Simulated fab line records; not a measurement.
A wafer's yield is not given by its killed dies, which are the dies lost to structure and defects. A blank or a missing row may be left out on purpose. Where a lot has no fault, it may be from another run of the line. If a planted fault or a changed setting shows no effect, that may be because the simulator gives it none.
fab line records || flow rit_cmos
record: {"lots": 15, "wafers": 45, "last_day": 8}
route steps=202 shown PRETRO@67
lots untouched by any fault: they come from a run of this same line in which no faults occurred
start_h: the number of hours between the record's first day and the start of the first shown wafer of the lot || wait_h: time in hours since the lot's previous step || " identical to the entry in the row above || L1.1+2: a single row standing in for several wafers || - value missing, or start not given || * or withheld: withheld || < > ~ a bound
route shown NAME@n: NAME is a module with steps in the file, n the number in the route of the first one || usual: the fault-free wafers' mean and standard deviation || same: alike in all rows || chamber/n: place in a boat || sites: per-site readings || _std_site: their standard deviation || _edge_site: the outer-site mean with the inner-site mean subtracted || radius_mm: how far each site lies from the wafer's centre || mask NAME#n: copy n || behind: the tool/chamber that last shaped the wafer || hold: why the lot went on hold/how many hours it stayed there/how the hold came to an end || device: transistor that didn't switch, given as n, p or np || end of line: at the end of the route, the tests of the same wafers || a step with no rows: only its recipe || killed: dies that structure and defects cost at the first sort, which is not the same as the wafer's yield || map: shows each die of a wafer: x if killed, . if not, _ if none is there
set.NAME: the run value of the setting; set.NAME@STEP: its run value at that earlier step || model.NAME: the simulator's own value behind a step, which no gauge read
a sample of lots followed through the steps of the route, with each step as a table and each wafer as a row
services: a tool's chamber out of use, with start hour (start_h, from the record's first day; less than 0 if before it), hours out, and reason
== steps ==
step: RIT_PRETRO_EXPOSE_03
recipe: {"mask_id": "M5", "na": 0.57, "target_cd_nm": 43700, "dose_mj": 250}
usual: {"exposure_dose_mJ_cm2": "250.04/0.24", "focus_offset_nm": "-0.1/0.47"}
{"lot.wafer": "L292.3", "tool": "iline_stepper-01", "chamber": 0, "start_h": 33.28, "wait_h": 0.2, "mask": "M5#0", "exposure_dose_mJ_cm2": 249.96, "focus_offset_nm": 0.3}
{"lot.wafer": "L292.5", "tool": "iline_stepper-01", "chamber": 0, "start_h": 33.28, "wait_h": 0.2, "mask": "M5#0", "exposure_dose_mJ_cm2": 249.82, "focus_offset_nm": 0.5}
{"lot.wafer": "L292.6", "tool": "iline_stepper-01", "chamber": 0, "start_h": 33.28, "wait_h": 0.2, "mask": "M5#0", "exposure_dose_mJ_cm2": 250.12, "focus_offset_nm": 0.0}
{"lot.wafer": "L293.2", "tool": "iline_stepper-02", "chamber": 0, "start_h": 38.41, "wait_h": 0.2, "mask": "M5#0", "exposure_dose_mJ_cm2": 250.27, "focus_offset_nm": 0.1}
{"lot.wafer": "L293.4", "tool": "iline_stepper-02", "chamber": 0, "start_h": 38.41, "wait_h": 0.2, "mask": "M5#0", "exposure_dose_mJ_cm2": 250.05, "focus_offset_nm": -0.2}
{"lot.wafer": "L293.6", "tool": "iline_stepper-02", "chamber": 0, "start_h": 38.41, "wait_h": 0.2, "mask": "M5#0", "exposure_dose_mJ_cm2": 249.94, "focus_offset_nm": -0.1}
{"lot.wafer": "L296.1", "tool": "iline_stepper-02", "chamber": 0, "start_h": 53.30, "wait_h": 0.1, "mask": "M5#0", "exposure_dose_mJ_cm2": 250.10, "focus_offset_nm": -0.5}
{"lot.wafer": "L296.2", "tool": "iline_stepper-02", "chamber": 0, "start_h": 53.30, "wait_h": 0.1, "mask": "M5#0", "exposure_dose_mJ_cm2": 250.12, "focus_offset_nm": -1.1}
{"lot.wafer": "L296.3", "tool": "iline_stepper-02", "chamber": 0, "start_h": 53.30, "wait_h": 0.1, "mask": "M5#0", "exposure_dose_mJ_cm2": 250.12, "focus_offset_nm": -0.4}
{"lot.wafer": "L297.2", "tool": "iline_stepper-02", "chamber": 0, "start_h": 61.59, "wait_h": 0.1, "mask": "M5#0", "exposure_dose_mJ_cm2": 250.00, "focus_offset_nm": -0.8}
{"lot.wafer": "L297.3", "tool": "iline_stepper-02", "chamber": 0, "start_h": 61.59, "wait_h": 0.1, "mask": "M5#0", "exposure_dose_mJ_cm2": 249.96, "focus_offset_nm": 0.1}
{"lot.wafer": "L297.6", "tool": "iline_stepper-02", "chamber": 0, "start_h": 61.59, "wait_h": 0.1, "mask": "M5#0", "exposure_dose_mJ_cm2": 249.99, "focus_offset_nm": 0.0}
{"lot.wafer": "L298.2", "tool": "iline_stepper-02", "chamber": "-", "start_h": 64.81, "wait_h": 0.1, "mask": "M5#0", "exposure_dose_mJ_cm2": "-", "focus_offset_nm": "-"}
{"lot.wafer": "L298.3", "tool": "iline_stepper-02", "chamber": "-", "start_h": 64.81, "wait_h": 0.1, "mask": "M5#0", "exposure_dose_mJ_cm2": "-", "focus_offset_nm": "-"}
{"lot.wafer": "L298.4", "tool": "iline_stepper-02", "chamber": "-", "start_h": 64.81, "wait_h": 0.1, "mask": "M5#0", "exposure_dose_mJ_cm2": "-", "focus_offset_nm": "-"}
{"lot.wafer": "L299.2", "tool": "iline_stepper-01", "chamber": "-", "start_h": 70.49, "wait_h": 0.2, "mask": "M5#0", "exposure_dose_mJ_cm2": "-", "focus_offset_nm": "-"}
{"lot.wafer": "L299.3", "tool": "iline_stepper-01", "chamber": "-", "start_h": 70.49, "wait_h": 0.2, "mask": "M5#0", "exposure_dose_mJ_cm2": "-", "focus_offset_nm": "-"}
{"lot.wafer": "L299.6", "tool": "iline_stepper-01", "chamber": "-", "start_h": 70.49, "wait_h": 0.2, "mask": "M5#0", "exposure_dose_mJ_cm2": "-", "focus_offset_nm": "-"}
{"lot.wafer": "L300.1", "tool": "iline_stepper-01", "chamber": "-", "start_h": 79.04, "wait_h": 0.1, "mask": "M5#0", "exposure_dose_mJ_cm2": "-", "focus_offset_nm": "-"}
{"lot.wafer": "L300.4", "tool": "iline_stepper-01", "chamber": "-", "start_h": 79.04, "wait_h": 0.1, "mask": "M5#0", "exposure_dose_mJ_cm2": "-", "focus_offset_nm": "-"}
{"lot.wafer": "L300.5", "tool": "iline_stepper-01", "chamber": "-", "start_h": 79.04, "wait_h": 0.1, "mask": "M5#0", "exposure_dose_mJ_cm2": "-", "focus_offset_nm": "-"}
{"lot.wafer": "L301.3", "tool": "iline_stepper-02", "chamber": 0, "start_h": 83.89, "wait_h": 0.2, "mask": "M5#0", "exposure_dose_mJ_cm2": 250.24, "focus_offset_nm": 0.2}
{"lot.wafer": "L301.5", "tool": "iline_stepper-02", "chamber": 0, "start_h": 83.89, "wait_h": 0.2, "mask": "M5#0", "exposure_dose_mJ_cm2": 250.03, "focus_offset_nm": -0.4}
{"lot.wafer": "L301.6", "tool": "iline_stepper-02", "chamber": 0, "start_h": 83.89, "wait_h": 0.2, "mask": "M5#0", "exposure_dose_mJ_cm2": 250.10, "focus_offset_nm": 0.6}
{"lot.wafer": "L307.2", "tool": "iline_stepper-02", "chamber": 0, "start_h": 107.48, "wait_h": 0.1, "mask": "M5#0", "exposure_dose_mJ_cm2": 250.00, "focus_offset_nm": 0.8}
{"lot.wafer": "L307.3", "tool": "iline_stepper-02", "chamber": 0, "start_h": 107.48, "wait_h": 0.1, "mask": "M5#0", "exposure_dose_mJ_cm2": 250.04, "focus_offset_nm": 0.9}
{"lot.wafer": "L307.5", "tool": "iline_stepper-02", "chamber": 0, "start_h": 107.48, "wait_h": 0.1, "mask": "M5#0", "exposure_dose_mJ_cm2": 249.87, "focus_offset_nm": 0.5}
{"lot.wafer": "L308.2", "tool": "iline_stepper-02", "chamber": 0, "start_h": 115.06, "wait_h": 0.1, "mask": "M5#0", "exposure_dose_mJ_cm2": 250.06, "focus_offset_nm": 0.5}
{"lot.wafer": "L308.3", "tool": "iline_stepper-02", "chamber": 0, "start_h": 115.06, "wait_h": 0.1, "mask": "M5#0", "exposure_dose_mJ_cm2": 250.22, "focus_offset_nm": -0.2}
{"lot.wafer": "L308.6", "tool": "iline_stepper-02", "chamber": 0, "start_h": 115.06, "wait_h": 0.1, "mask": "M5#0", "exposure_dose_mJ_cm2": 250.07, "focus_offset_nm": -0.4}
{"lot.wafer": "L309.3", "tool": "iline_stepper-02", "chamber": 0, "start_h": 120.22, "wait_h": 0.1, "mask": "M5#0", "exposure_dose_mJ_cm2": 250.08, "focus_offset_nm": 0.2}
{"lot.wafer": "L309.5", "tool": "iline_stepper-02", "chamber": 0, "start_h": 120.22, "wait_h": 0.1, "mask": "M5#0", "exposure_dose_mJ_cm2": 250.22, "focus_offset_nm": 0.4}
{"lot.wafer": "L309.6", "tool": "iline_stepper-02", "chamber": 0, "start_h": 120.22, "wait_h": 0.1, "mask": "M5#0", "exposure_dose_mJ_cm2": 249.89, "focus_offset_nm": 0.5}
{"lot.wafer": "L310.4", "tool": "iline_stepper-01", "chamber": 0, "start_h": 124.56, "wait_h": 0.2, "mask": "M5#0", "exposure_dose_mJ_cm2": 250.21, "focus_offset_nm": 0.6}
{"lot.wafer": "L310.5", "tool": "iline_stepper-01", "chamber": 0, "start_h": 124.56, "wait_h": 0.2, "mask": "M5#0", "exposure_dose_mJ_cm2": 250.26, "focus_offset_nm": 0.9}
{"lot.wafer": "L310.6", "tool": "iline_stepper-01", "chamber": 0, "start_h": 124.56, "wait_h": 0.2, "mask": "M5#0", "exposure_dose_mJ_cm2": 250.19, "focus_offset_nm": 0.9}
{"lot.wafer": "L312.1", "tool": "iline_stepper-01", "chamber": 0, "start_h": 132.81, "wait_h": 0.1, "mask": "M5#0", "exposure_dose_mJ_cm2": 249.88, "focus_offset_nm": 0.0}
{"lot.wafer": "L312.2", "tool": "iline_stepper-01", "chamber": 0, "start_h": 132.81, "wait_h": 0.1, "mask": "M5#0", "exposure_dose_mJ_cm2": 249.76, "focus_offset_nm": 0.5}
{"lot.wafer": "L312.4", "tool": "iline_stepper-01", "chamber": 0, "start_h": 132.81, "wait_h": 0.1, "mask": "M5#0", "exposure_dose_mJ_cm2": 250.31, "focus_offset_nm": -0.2}
{"lot.wafer": "L314.1", "tool": "iline_stepper-01", "chamber": 0, "start_h": 142.28, "wait_h": 0.1, "mask": "M5#0", "exposure_dose_mJ_cm2": 250.17, "focus_offset_nm": 0.3}
{"lot.wafer": "L314.5", "tool": "iline_stepper-01", "chamber": 0, "start_h": 142.28, "wait_h": 0.1, "mask": "M5#0", "exposure_dose_mJ_cm2": 249.81, "focus_offset_nm": -0.6}
{"lot.wafer": "L314.6", "tool": "iline_stepper-01", "chamber": 0, "start_h": 142.28, "wait_h": 0.1, "mask": "M5#0", "exposure_dose_mJ_cm2": 249.83, "focus_offset_nm": 0.2}
{"lot.wafer": "L315.1", "tool": "iline_stepper-02", "chamber": 0, "start_h": 149.18, "wait_h": 0.2, "mask": "M5#0", "exposure_dose_mJ_cm2": 249.70, "focus_offset_nm": -0.1}
{"lot.wafer": "L315.2", "tool": "iline_stepper-02", "chamber": 0, "start_h": 149.18, "wait_h": 0.2, "mask": "M5#0", "exposure_dose_mJ_cm2": 249.66, "focus_offset_nm": 0.2}
{"lot.wafer": "L315.6", "tool": "iline_stepper-02", "chamber": 0, "start_h": 149.18, "wait_h": 0.2, "mask": "M5#0", "exposure_dose_mJ_cm2": 249.57, "focus_offset_nm": 0.0}
== services ==
{"tool": "iline_stepper-01", "chamber": 0, "start_h": 54.26, "hours": "-", "kind": "calibration"}
{"tool": "iline_stepper-01", "chamber": "-", "start_h": 107.67, "hours": 2.1, "kind": "pm"}
{"tool": "iline_stepper-01", "chamber": "-", "start_h": 109.76, "hours": "-", "kind": "consumable_replace:lamp"}
{"tool": "iline_stepper-01", "chamber": "-", "start_h": 117.13, "hours": 4.4, "kind": "pm"}
{"tool": "iline_stepper-02", "chamber": 0, "start_h": 134.74, "hours": "-", "kind": "calibration"}
== key ==
first_sign: {"step": "RIT_PRETRO_EXPOSE_03", "reading": "tool_record", "direction": "missing"}
effect none on later readings
met_at RIT_PRETRO_EXPOSE_03
struck_lots L298,L299,L300
sort_left_out L298.2,L298.3,L298.4,L299.2,L299.3,L299.6,L300.1,L300.4,L300.5
tester_left_out L298,L299,L300
onset_between 61.59 64.81
fault: {"kind": "skipped_step_whole", "tool": "iline_stepper-01,iline_stepper-02", "chamber": "-", "onset_h": 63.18, "steps": "RIT_PRETRO_EXPOSE_03", "scope": "struck_lots_only"}
tester_left_out: of these lots the tester's yield and bins aren't shown, on N5 and GAA mostly nor the transistor test; their killed dies are dies lost to structure and defects alone, not to doping, threshold or leakage, so they don't give the yield
sort_left_out: the simulated sort isn't trusted on such a fault, so these wafers' sort isn't shown, and their yield isn't known
